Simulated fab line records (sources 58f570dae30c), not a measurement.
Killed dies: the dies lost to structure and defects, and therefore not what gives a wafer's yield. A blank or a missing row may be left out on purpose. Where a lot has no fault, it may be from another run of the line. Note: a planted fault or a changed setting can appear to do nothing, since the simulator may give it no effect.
fab line records    flow berkeley-cmos170
record lots=5  wafers=23
route steps=331 shown CONTACT@226 M1@238 V1@261 M2@289 M3@310
start-h: start of the lot's first displayed wafer, in hours after the record's first day    wait-h: time in hours since the lot's previous step    " same as the row above    L1.1+2: several wafers, shown together as one row    - value missing, or start not given    * or withheld: withheld    < > ~ a bound
route shown NAME@n: a module of which the file shows steps, and the number in the route of the first    usual: mean/standard deviation taken from wafers without a fault    same: alike in all rows    chamber/n: place in a boat    sites: the reading at each site    _std_site: their standard deviation    _edge_site: mean of outer sites minus mean of inner sites    radius-mm: how far each site lies from the wafer's centre    mask NAME#n: copy n    behind: tool/chamber where the wafer was last shaped    hold: what put the lot on hold/how long, in hours/how the hold closed    device: whichever transistor did not switch (one of n, p or np)    end of line: tests of these same wafers at the route's end    a step given without rows: its recipe and nothing more    killed: not the wafer's yield, but the dies lost to structure and defects at the first sort    map: a wafer's dies, x killed, . not, _ none there
set.NAME: the setting as run; set.NAME@STEP: as run at that earlier step    model.NAME: the simulator's own value behind a step, which no gauge read
lots where settings were altered on purpose, with a table for each step and a row for each wafer
## steps
# step UCB170_CONTACT_COAT_10
# recipe resist=KrF  spin-rpm=1500  resist-thk-nm=900
lot.wafer  tool            chamber  start-h  wait-h  set.resist-thk-nm  model.KrF_of_CONTACT_COAT_10.thk-nm
L074.1     litho-track-02  0        -        -       875.8              877.7
L074.2     "               0        "        "       900                902
L074.4     "               0        "        "       900                901.9
L074.5     "               0        "        "       875.8              877.2
L074.6     "               0        "        "       875.8              875.3
L077.2     litho-track-02  0        -        -       863.2              864.6
L077.3     "               0        "        "       863.2              863.3
L077.4     "               0        "        "       863.2              859.6
L077.5     "               0        "        "       900                902.1
L077.6     "               0        "        "       900                898
L080.1     litho-track-02  0        -        -       900                897.5
L080.2     "               0        "        "       940.3              938.6
L080.3     "               0        "        "       940.3              939.8
L080.5     "               0        "        "       900                897.6
L080.6     "               0        "        "       900                899.1
L081.1     litho-track-03  0        -        -       900                899.1
L081.2     "               0        "        "       900                899
L081.4     "               0        "        "       900                898.3
L081.5     "               0        "        "       900                900
L081.6     "               0        "        "       900                898.9
L082.2     litho-track-01  0        -        -       900                897.1
L082.4     "               0        "        "       900                899
L082.5     "               0        "        "       900                898.3
# step UCB170_CONTACT_SOFTBAKE_11
# recipe resist=KrF  temp-c=130  time-s=60
lot.wafer       tool            chamber  start-h  wait-h  set.time-s
L074.1+4+6      litho-track-02  0        -        -       60
L074.2+5        "               0        "        "       67.18
L077.2+4+6      litho-track-02  0        -        -       60
L077.3+5        "               0        "        "       52.38
L080.1+2+5      litho-track-02  0        -        -       60
L080.3+6        "               0        "        "       68.35
L081.1+2+4+5+6  litho-track-03  0        -        -       60
L082.2+4+5      litho-track-01  0        -        -       60
# step UCB170_CONTACT_EXPOSE_12
# recipe mask-id=CONT  target-cd-nm=700  na=0.5  sigma-outer=0.6  source-shape=conventional  dose-mj=35
# step UCB170_CONTACT_PEB_13
# recipe peb-temp-c=130  peb-time-s=withheld  resist=KrF
# step UCB170_CONTACT_ETCH_17
# recipe chemistry=N2/H2  target-depth-a=withheld  overetch-a=withheld  target=BARC  time-s=withheld  source-w=500  bias-w=100  pressure-mtorr=30  n2-flow-sccm=100  h2-flow-sccm=200
# step UCB170_CONTACT_ETCH_18
# recipe chemistry=CHF3/CF4/Ar  target=PSG  stop-on=TiSi2  CHF3_flow_sccm=45  cf4-flow-sccm=15  Ar_flow_sccm=150  pressure-mtorr=200  rf-w=700  target-depth-a=8400  over-etch-frac=0.2  time-s=195
lot.wafer  tool         chamber  start-h  wait-h  set.resist-thk-nm@CONTACT_COAT_10  model.KrF_of_CONTACT_COAT_10.thk-nm
L074.1     rie-diel-03  2        -        -       875.8                              666.1
L074.2     "            0        "        "       900                                694
L074.4     "            3        "        "       900                                691
L074.5     "            1        "        "       875.8                              670.3
L074.6     "            2        "        "       875.8                              664.6
L077.2     rie-diel-03  2        -        -       863.2                              653.5
L077.3     "            1        "        "       863.2                              654.9
L077.4     "            0        "        "       863.2                              650.3
L077.5     "            0        "        "       900                                695.3
L077.6     "            1        "        "       900                                687.7
L080.1     rie-diel-03  2        -        -       900                                684.9
L080.2     "            0        "        "       940.3                              729.2
L080.3     "            1        "        "       940.3                              728.5
L080.5     "            2        "        "       900                                685.1
L080.6     "            1        "        "       900                                687
L081.1     rie-diel-02  2        -        -       900                                691.3
L081.2     "            1        "        "       900                                691.6
L081.4     "            0        "        "       900                                688.7
L081.5     "            1        "        "       900                                693.9
L081.6     "            2        "        "       900                                691.2
L082.2     rie-diel-02  0        -        -       900                                686.9
L082.4     "            2        "        "       900                                692.4
L082.5     "            3        "        "       900                                694.5
# step UCB170_M1_SPUTTER_00
# recipe material=Al  target-thk-nm=600  time-s=80  power-w=6000  chamber-pressure-pa=0.5
lot.wafer  tool            chamber  start-h  wait-h  set.power-w  model.Al_of_M1_SPUTTER_00.thk-nm
L074.1     pvd-sputter-02  -        185.41   0.0     6639         658.1
L074.2     "               -        "        "       6000         602
L074.4     "               -        "        "       6000         596.6
L074.5     "               -        "        "       6000         601.7
L074.6     "               -        "        "       6639         661.3
L077.2     pvd-sputter-02  -        197.96   0.0     6554         653.9
L077.3     "               -        "        "       6000         595
L077.4     "               -        "        "       6000         592.9
L077.5     "               -        "        "       6554         648.4
L077.6     "               -        "        "       6000         598.9
L080.1     pvd-sputter-01  -        216.12   0.0     6000         604.8
L080.2     "               -        "        "       6000         601.6
L080.3     "               -        "        "       6000         603.7
L080.5     "               -        "        "       6000         602.7
L080.6     "               -        "        "       6000         607.3
L081.1     pvd-sputter-04  -        216.18   0.0     6339         638.2
L081.2     "               -        "        "       6339         632.9
L081.4     "               -        "        "       6339         630.2
L081.5     "               -        "        "       6000         597.5
L081.6     "               -        "        "       6000         601.3
L082.2     pvd-sputter-01  -        230.85   0.0     6000         596.2
L082.4     "               -        "        "       6000         591.1
L082.5     "               -        "        "       6000         592.9
# step UCB170_M1_RS_MEAS_01
# recipe thk-meas-gauge=four-point-probe  reads=Al_of_M1_SPUTTER_00
# usual M1_AL_RS=0.0487/0.00041
lot.wafer  tool           chamber  start-h  wait-h  set.power-w@M1_SPUTTER_00  M1_AL_RS[ohm/sq]
L074.1     film-metro-01  -        185.47   0.0     6639                       0.0442
L074.2     "              -        "        "       6000                       0.0483
L074.4     "              -        "        "       6000                       0.0488
L074.5     "              -        "        "       6000                       0.0483
L074.6     "              -        "        "       6639                       0.0440
L077.2     film-metro-02  -        198.04   0.1     6554                       0.0445
L077.3     "              -        "        "       6000                       0.0490
L077.4     "              -        "        "       6000                       0.0492
L077.5     "              -        "        "       6554                       0.0449
L077.6     "              -        "        "       6000                       0.0487
L080.1     film-metro-01  -        216.18   0.0     6000                       0.0481
L080.2     "              -        "        "       6000                       0.0484
L080.3     "              -        "        "       6000                       0.0482
L080.5     "              -        "        "       6000                       0.0483
L080.6     "              -        "        "       6000                       0.0479
L081.1     film-metro-02  -        216.24   0.0     6339                       0.0456
L081.2     "              -        "        "       6339                       0.0460
L081.4     "              -        "        "       6339                       0.0461
L081.5     "              -        "        "       6000                       0.0488
L081.6     "              -        "        "       6000                       0.0483
L082.2     film-metro-03  -        230.93   0.1     6000                       0.0488
L082.4     "              -        "        "       6000                       0.0494
L082.5     "              -        "        "       6000                       0.0491
# step UCB170_M1_THK_MEAS_02
# recipe thk-meas-gauge=xrf  reads=Al_of_M1_SPUTTER_00
# usual M1_AL_THK=599/5.1
lot.wafer  tool           chamber  start-h  wait-h  set.power-w@M1_SPUTTER_00  M1_AL_THK[nm]
L074.1     film-metro-01  -        185.59   0.1     6639                       660
L074.2     "              -        "        "       6000                       603
L074.4     "              -        "        "       6000                       599
L074.5     "              -        "        "       6000                       607
L074.6     "              -        "        "       6639                       662
L077.2     film-metro-02  -        198.15   0.1     6554                       661
L077.3     "              -        "        "       6000                       600
L077.4     "              -        "        "       6000                       595
L077.5     "              -        "        "       6554                       654
L077.6     "              -        "        "       6000                       604
L080.1     film-metro-01  -        216.30   0.1     6000                       605
L080.2     "              -        "        "       6000                       603
L080.3     "              -        "        "       6000                       607
L080.5     "              -        "        "       6000                       603
L080.6     "              -        "        "       6000                       610
L081.1     film-metro-02  -        216.36   0.1     6339                       637
L081.2     "              -        "        "       6339                       632
L081.4     "              -        "        "       6339                       629
L081.5     "              -        "        "       6000                       594
L081.6     "              -        "        "       6000                       602
L082.2     film-metro-03  -        231.04   0.1     6000                       594
L082.4     "              -        "        "       6000                       590
L082.5     "              -        "        "       6000                       590
# step UCB170_V1_COAT_07
# recipe resist=KrF  spin-rpm=1500  resist-thk-nm=900
lot.wafer  tool            chamber  start-h  wait-h  set.resist-thk-nm  model.KrF_of_V1_COAT_07.thk-nm
L074.1     litho-track-04  0        191.62   0.1     900                899.7
L074.2     "               0        "        "       847.1              846.7
L074.4     "               0        "        "       847.1              846.6
L074.5     "               0        "        "       900                895.4
L074.6     "               0        "        "       847.1              848
L077.2     litho-track-04  0        202.84   0.1     876.7              883.4
L077.3     "               0        "        "       876.7              879.2
L077.4     "               0        "        "       900                903.9
L077.5     "               0        "        "       900                903.6
L077.6     "               0        "        "       876.7              882
L080.1     litho-track-02  0        220.96   0.1     900                898.7
L080.2     "               0        "        "       933.8              932.3
L080.3     "               0        "        "       900                898.2
L080.5     "               0        "        "       933.8              933.8
L080.6     "               0        "        "       900                899.2
L081.1     litho-track-01  0        221.92   0.1     867.9              868.5
L081.2     "               0        "        "       900                896.9
L081.4     "               0        "        "       900                896.7
L081.5     "               0        "        "       867.9              866.2
L081.6     "               0        "        "       900                896.8
L082.2     litho-track-02  0        236.54   0.1     900                899.8
L082.4     "               0        "        "       900                898.3
L082.5     "               0        "        "       900                904.2
# step UCB170_V1_PEB_10
# recipe peb-temp-c=130  peb-time-s=withheld  resist=KrF
lot.wafer       tool            chamber  start-h  wait-h  set.peb-temp-c
L074.1+4+6      litho-track-01  0        192.17   0.1     127.7
L074.2+5        "               0        "        "       130
L077.2+6        litho-track-04  0        203.26   0.1     133.8
L077.3+4+5      "               0        "        "       130
L080.1+2+3+5+6  litho-track-02  0        221.54   0.1     130
L081.1+2+6      litho-track-02  0        222.34   0.1     130
L081.4+5        "               0        "        "       126.4
L082.2+4+5      litho-track-01  0        237.19   0.1     130
# step UCB170_V1_DEVELOP_11
# recipe developer=TMAH  develop-time-s=45  resist=KrF  dev-temp-c=21
# step UCB170_V1_CD_MEAS_12
# recipe target-cd-nm=700
# usual cd-nm=700.4/1.2
lot.wafer  tool       chamber  start-h  wait-h  set.peb-temp-c@V1_PEB_10  cd-nm
L074.1     cd-sem-01  -        192.44   -       127.7                     682.6
L074.2     "          -        "        "       130                       701.0
L074.4     "          -        "        "       127.7                     684.9
L074.5     "          -        "        "       130                       699.5
L074.6     "          -        "        "       127.7                     686.4
L077.2     cd-sem-01  -        203.64   -       133.8                     722.2
L077.3     "          -        "        "       130                       701.7
L077.4     "          -        "        "       130                       699.0
L077.5     "          -        "        "       130                       700.9
L077.6     "          -        "        "       133.8                     723.6
L080.1     cd-sem-01  -        221.81   -       130                       701.6
L080.2     "          -        "        "       130                       698.6
L080.3     "          -        "        "       130                       700.0
L080.5     "          -        "        "       130                       697.2
L080.6     "          -        "        "       130                       701.0
L081.1     cd-sem-02  -        222.61   -       130                       701.1
L081.2     "          -        "        "       130                       700.5
L081.4     "          -        "        "       126.4                     674.0
L081.5     "          -        "        "       126.4                     675.3
L081.6     "          -        "        "       130                       700.3
L082.2     cd-sem-01  -        237.46   -       130                       700.1
L082.4     "          -        "        "       130                       698.8
L082.5     "          -        "        "       130                       699.1
# step UCB170_V1_ETCH_14
# recipe chemistry=CHF3/CF4/Ar  target=SiO2  stop-on=Al  CHF3_flow_sccm=45  cf4-flow-sccm=15  Ar_flow_sccm=150  pressure-mtorr=200  rf-w=700  target-depth-a=12500  over-etch-frac=0.25  time-s=291
lot.wafer  tool         chamber  start-h  wait-h  set.resist-thk-nm@V1_COAT_07  set.peb-temp-c@V1_PEB_10  model.KrF_of_V1_COAT_07.thk-nm  model.V1.cd-nm
L074.1     rie-diel-02  1        192.60   0.0     900                           127.7                     613.1                           683
L074.2     "            0        "        "       847.1                         130                       554.7                           701.5
L074.4     "            0        "        "       847.1                         127.7                     555.4                           686
L074.5     "            1        "        "       900                           130                       609.3                           700.1
L074.6     "            3        "        "       847.1                         127.7                     562                             686.1
L077.2     rie-diel-02  2        203.77   0.0     876.7                         133.8                     595.7                           721.9
L077.3     "            1        "        "       876.7                         130                       593.7                           700.7
L077.4     "            3        "        "       900                           130                       618.5                           697.7
L077.5     "            1        "        "       900                           130                       619.2                           701
L077.6     "            2        "        "       876.7                         133.8                     594.4                           723.3
L080.1     rie-diel-03  2        221.97   0.0     900                           130                       603.8                           701.3
L080.2     "            1        "        "       933.8                         130                       643.5                           698.3
L080.3     "            0        "        "       900                           130                       607.8                           699.9
L080.5     "            2        "        "       933.8                         130                       638.8                           697.4
L080.6     "            3        "        "       900                           130                       605.6                           701.5
L081.1     rie-diel-02  2        222.77   0.0     867.9                         130                       573.5                           700.7
L081.2     "            0        "        "       900                           130                       603.7                           700.2
L081.4     "            3        "        "       900                           126.4                     606.6                           672.4
L081.5     "            3        "        "       867.9                         126.4                     579.6                           674.4
L081.6     "            2        "        "       900                           130                       604.1                           699.5
L082.2     rie-diel-02  3        237.60   0.0     900                           130                       616.7                           699.7
L082.4     "            1        "        "       900                           130                       613.6                           698
L082.5     "            2        "        "       900                           130                       616.6                           698.7
# step UCB170_V1_STRIP_15
# recipe chemistry=O2  power-w=400  pressure-mtorr=3500  platen-temp-c=withheld  o2-flow-sccm=400  overash-fraction=0.5
# usual strip-time-to-endpoint-s=15.32/0.1
lot.wafer  tool             chamber  start-h  wait-h  set.resist-thk-nm@V1_COAT_07  strip-time-to-endpoint-s
L074.1     plasma-asher-03  1        192.77   0.1     900                           15.37
L074.2     "                0        "        "       847.1                         13.99
L074.4     "                1        "        "       847.1                         14.03
L074.5     "                1        "        "       900                           15.28
L074.6     "                0        "        "       847.1                         14.18
L077.2     plasma-asher-04  1        203.95   0.1     876.7                         14.98
L077.3     "                0        "        "       876.7                         14.92
L077.4     "                1        "        "       900                           15.53
L077.5     "                0        "        "       900                           15.51
L077.6     "                1        "        "       876.7                         14.94
L080.1     plasma-asher-03  1        222.15   0.1     900                           15.16
L080.2     "                0        "        "       933.8                         16.03
L080.3     "                1        "        "       900                           15.25
L080.5     "                0        "        "       933.8                         15.93
L080.6     "                1        "        "       900                           15.23
L081.1     plasma-asher-03  0        222.95   0.1     867.9                         14.45
L081.2     "                1        "        "       900                           15.17
L081.4     "                0        "        "       900                           15.22
L081.5     "                0        "        "       867.9                         14.59
L081.6     "                1        "        "       900                           15.17
L082.2     plasma-asher-03  0        237.78   0.1     900                           15.46
L082.4     "                0        "        "       900                           15.40
L082.5     "                0        "        "       900                           15.48
# step UCB170_V1_CD_MEAS_90
# recipe target-cd-nm=700
# usual cd-nm=700.1/1.3
lot.wafer  tool       chamber  start-h  wait-h  set.peb-temp-c@V1_PEB_10  cd-nm
L074.1     cd-sem-01  -        192.87   0.1     127.7                     682.9
L074.2     "          -        "        "       130                       701.1
L074.4     "          -        "        "       127.7                     686.2
L074.5     "          -        "        "       130                       699.9
L074.6     "          -        "        "       127.7                     686.4
L077.2     cd-sem-01  -        204.07   0.1     133.8                     721.6
L077.3     "          -        "        "       130                       700.7
L077.4     "          -        "        "       130                       697.5
L077.5     "          -        "        "       130                       700.8
L077.6     "          -        "        "       133.8                     723.3
L080.1     cd-sem-01  -        222.25   0.1     130                       701.2
L080.2     "          -        "        "       130                       698.3
L080.3     "          -        "        "       130                       699.8
L080.5     "          -        "        "       130                       697.6
L080.6     "          -        "        "       130                       701.3
L081.1     cd-sem-01  -        223.05   0.1     130                       701.1
L081.2     "          -        "        "       130                       700.3
L081.4     "          -        "        "       126.4                     672.3
L081.5     "          -        "        "       126.4                     674.7
L081.6     "          -        "        "       130                       699.9
L082.2     cd-sem-01  -        237.90   0.1     130                       699.5
L082.4     "          -        "        "       130                       697.8
L082.5     "          -        "        "       130                       698.8
# step UCB170_M2_METAL_ETCH_18
# recipe chemistry=Cl2/BCl3  target=Al  stop-on=SiO2  pressure-mtorr=12  target-depth-a=11700  over-etch-frac=0.3  time-s=195  icp-w=600  bias-w=120  Cl2_flow_sccm=90  bcl3-flow-sccm=45
lot.wafer  tool          chamber  start-h  wait-h  set.over-etch-frac  model.KrF_of_M2_COAT_10.thk-nm
L074.1     rie-metal-01  1        196.77   -       0.3                 215.8
L074.2     "             1        "        "       0.3                 216.9
L074.4     "             1        "        "       0.3                 214
L074.5     "             1        "        "       0.3                 216.6
L074.6     "             1        "        "       0.3                 214.9
L077.2     rie-metal-03  0        207.45   -       0.3                 206.7
L077.3     "             1        "        "       0.3641              157.8
L077.4     "             0        "        "       0.3                 219.7
L077.5     "             0        "        "       0.3641              178.4
L077.6     "             1        "        "       0.3                 195
L080.1     rie-metal-03  0        224.51   -       0.3255              201.1
L080.2     "             0        "        "       0.3                 215.7
L080.3     "             0        "        "       0.3                 212.9
L080.5     "             0        "        "       0.3255              202.5
L080.6     "             0        "        "       0.3                 211.7
L081.1     rie-metal-04  0        225.43   -       0.3                 221.1
L081.2     "             1        "        "       0.3                 214.9
L081.4     "             1        "        "       0.3                 209.8
L081.5     "             0        "        "       0.3                 214.4
L081.6     "             1        "        "       0.3                 214.2
L082.2     rie-metal-01  1        241.66   -       0.3                 219.6
L082.4     "             1        "        "       0.3                 221.8
L082.5     "             1        "        "       0.3                 221
# step UCB170_M3_SPUTTER_01
# recipe material=Al  target-thk-nm=900  time-s=120  power-w=6000  chamber-pressure-pa=0.5
lot.wafer  tool            chamber  start-h  wait-h  set.time-s  model.Al_of_M3_SPUTTER_01.thk-nm
L074.1     pvd-sputter-04  -        200.23   0.0     106.4       795.5
L074.2     "               -        "        "       106.4       792.9
L074.4     "               -        "        "       120         887.6
L074.5     "               -        "        "       120         898.6
L074.6     "               -        "        "       120         894
L077.2     pvd-sputter-03  -        211.74   0.0     120         900.3
L077.3     "               -        "        "       130.9       982.2
L077.4     "               -        "        "       130.9       980.3
L077.5     "               -        "        "       120         900.4
L077.6     "               -        "        "       130.9       984.7
L080.1     pvd-sputter-02  -        228.18   0.0     112.8       838.1
L080.2     "               -        "        "       112.8       839.3
L080.3     "               -        "        "       120         888.5
L080.5     "               -        "        "       112.8       848.6
L080.6     "               -        "        "       120         893.4
L081.1     pvd-sputter-03  -        229.36   0.0     135.2       1018
L081.2     "               -        "        "       120         898.4
L081.4     "               -        "        "       135.2       1020
L081.5     "               -        "        "       120         899.6
L081.6     "               -        "        "       120         893.2
L082.2     pvd-sputter-02  -        246.41   0.0     120         889.5
L082.4     "               -        "        "       120         905.8
L082.5     "               -        "        "       120         900.5
# step UCB170_M3_RS_MEAS_02
# recipe thk-meas-gauge=four-point-probe  reads=Al_of_M3_SPUTTER_01
# usual M3_AL_RS=0.03224/0.00027
lot.wafer  tool           chamber  start-h  wait-h  set.time-s@M3_SPUTTER_01  M3_AL_RS[ohm/sq]
L074.1     film-metro-02  -        200.32   0.0     106.4                     0.03646
L074.2     "              -        "        "       106.4                     0.03655
L074.4     "              -        "        "       120                       0.03266
L074.5     "              -        "        "       120                       0.03224
L074.6     "              -        "        "       120                       0.03238
L077.2     film-metro-03  -        211.84   0.1     120                       0.03208
L077.3     "              -        "        "       130.9                     0.02938
L077.4     "              -        "        "       130.9                     0.02949
L077.5     "              -        "        "       120                       0.03222
L077.6     "              -        "        "       130.9                     0.02938
L080.1     film-metro-03  -        228.27   0.0     112.8                     0.0346
L080.2     "              -        "        "       112.8                     0.03449
L080.3     "              -        "        "       120                       0.03251
L080.5     "              -        "        "       112.8                     0.03411
L080.6     "              -        "        "       120                       0.03237
L081.1     film-metro-01  -        229.44   0.0     135.2                     0.0284
L081.2     "              -        "        "       120                       0.03216
L081.4     "              -        "        "       135.2                     0.02834
L081.5     "              -        "        "       120                       0.03219
L081.6     "              -        "        "       120                       0.03237
L082.2     film-metro-03  -        246.51   0.1     120                       0.03253
L082.4     "              -        "        "       120                       0.03199
L082.5     "              -        "        "       120                       0.03212
# step UCB170_M3_THK_MEAS_03
# recipe thk-meas-gauge=xrf  reads=Al_of_M3_SPUTTER_01
# usual M3_AL_THK=900/7.6
lot.wafer  tool           chamber  start-h  wait-h  set.time-s@M3_SPUTTER_01  M3_AL_THK[nm]
L074.1     film-metro-02  -        200.44   0.1     106.4                     802
L074.2     "              -        "        "       106.4                     802
L074.4     "              -        "        "       120                       895
L074.5     "              -        "        "       120                       906
L074.6     "              -        "        "       120                       897
L077.2     film-metro-03  -        211.95   0.1     120                       899
L077.3     "              -        "        "       130.9                     985
L077.4     "              -        "        "       130.9                     979
L077.5     "              -        "        "       120                       901
L077.6     "              -        "        "       130.9                     986
L080.1     film-metro-03  -        228.39   0.1     112.8                     836
L080.2     "              -        "        "       112.8                     838
L080.3     "              -        "        "       120                       886
L080.5     "              -        "        "       112.8                     844
L080.6     "              -        "        "       120                       894
L081.1     film-metro-01  -        229.56   0.1     135.2                     1023
L081.2     "              -        "        "       120                       899
L081.4     "              -        "        "       135.2                     1024
L081.5     "              -        "        "       120                       901
L081.6     "              -        "        "       120                       892
L082.2     film-metro-03  -        246.62   0.1     120                       888
L082.4     "              -        "        "       120                       900
L082.5     "              -        "        "       120                       896
# step UCB170_M3_COAT_10
# recipe resist=KrF  spin-rpm=1500  resist-thk-nm=900
lot.wafer  tool            chamber  start-h  wait-h  set.spin-rpm  model.KrF_of_M3_COAT_10.thk-nm
L074.1     litho-track-02  0        -        -       1500          -
L074.2     "               0        "        "       1412          -
L074.4     "               0        "        "       1500          899.8
L074.5     "               0        "        "       1412          928.1
L074.6     "               0        "        "       1412          927.6
L077.2     litho-track-02  0        -        -       1500          897.9
L077.3+6   "               0        "        "       1500          -
L077.4     "               0        "        "       1599          -
L077.5     "               0        "        "       1599          871.8
L080.1     litho-track-02  0        -        -       1500          -
L080.2+5   "               0        "        "       1470          -
L080.3     "               0        "        "       1470          910.1
L080.6     "               0        "        "       1500          898.8
L081.1     litho-track-02  0        -        -       1500          -
L081.2     "               0        "        "       1500          898.9
L081.4     "               0        "        "       1401          -
L081.5     "               0        "        "       1401          932.5
L081.6     "               0        "        "       1401          930.6
L082.2     litho-track-04  0        -        -       1500          897.6
L082.4     "               0        "        "       1500          898.6
L082.5     "               0        "        "       1500          896.1
## key
split step=UCB170_CONTACT_COAT_10  setting=resist-thk-nm  stated=900  by=wafer
response step=UCB170_CONTACT_COAT_10  reading=model.KrF_of_CONTACT_COAT_10.thk-nm  change=+9.21  per=1%  r=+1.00
response step=UCB170_CONTACT_ETCH_18  reading=model.KrF_of_CONTACT_COAT_10.thk-nm  change=+9.55  per=1%  r=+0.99
split step=UCB170_CONTACT_SOFTBAKE_11  setting=time-s  stated=60  by=wafer
response none clear
split step=UCB170_M1_SPUTTER_00  setting=power-w  stated=6000  by=wafer
response step=UCB170_M1_SPUTTER_00  reading=model.Al_of_M1_SPUTTER_00.thk-nm  change=+5.82  per=1%  r=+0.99
response step=UCB170_M1_RS_MEAS_01  reading=M1_AL_RS  change=-0.000438  per=1%  r=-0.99
response step=UCB170_M1_THK_MEAS_02  reading=M1_AL_THK  change=+5.86  per=1%  r=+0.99
split step=UCB170_V1_COAT_07  setting=resist-thk-nm  stated=900  by=wafer
response step=UCB170_V1_COAT_07  reading=model.KrF_of_V1_COAT_07.thk-nm  change=+8.65  per=1%  r=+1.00
response step=UCB170_V1_ETCH_14  reading=model.KrF_of_V1_COAT_07.thk-nm  change=+9  per=1%  r=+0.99
response step=UCB170_V1_STRIP_15  reading=strip-time-to-endpoint-s  change=*  per=1%  r=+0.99
split step=UCB170_V1_PEB_10  setting=peb-temp-c  stated=130  by=wafer
response step=UCB170_V1_CD_MEAS_12  reading=cd-nm  change=+8.52  per=1%  r=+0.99
response step=UCB170_V1_ETCH_14  reading=model.V1.cd-nm  change=+8.72  per=1%  r=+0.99
response step=UCB170_V1_CD_MEAS_90  reading=cd-nm  change=+8.71  per=1%  r=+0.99
split step=UCB170_M2_METAL_ETCH_18  setting=over-etch-frac  stated=0.3  by=wafer
response step=UCB170_M2_METAL_ETCH_18  reading=model.KrF_of_M2_COAT_10.thk-nm  change=-1.76  per=1%  r=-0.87
split step=UCB170_M3_SPUTTER_01  setting=time-s  stated=120  by=wafer
response step=UCB170_M3_SPUTTER_01  reading=model.Al_of_M3_SPUTTER_01.thk-nm  change=+9.1  per=1%  r=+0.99
response step=UCB170_M3_RS_MEAS_02  reading=M3_AL_RS  change=-0.000324  per=1%  r=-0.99
response step=UCB170_M3_THK_MEAS_03  reading=M3_AL_THK  change=+9.21  per=1%  r=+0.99
split step=UCB170_M3_COAT_10  setting=spin-rpm  stated=1500  by=wafer
response step=UCB170_M3_COAT_10  reading=model.KrF_of_M3_COAT_10.thk-nm  change=-4.63  per=1%  r=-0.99
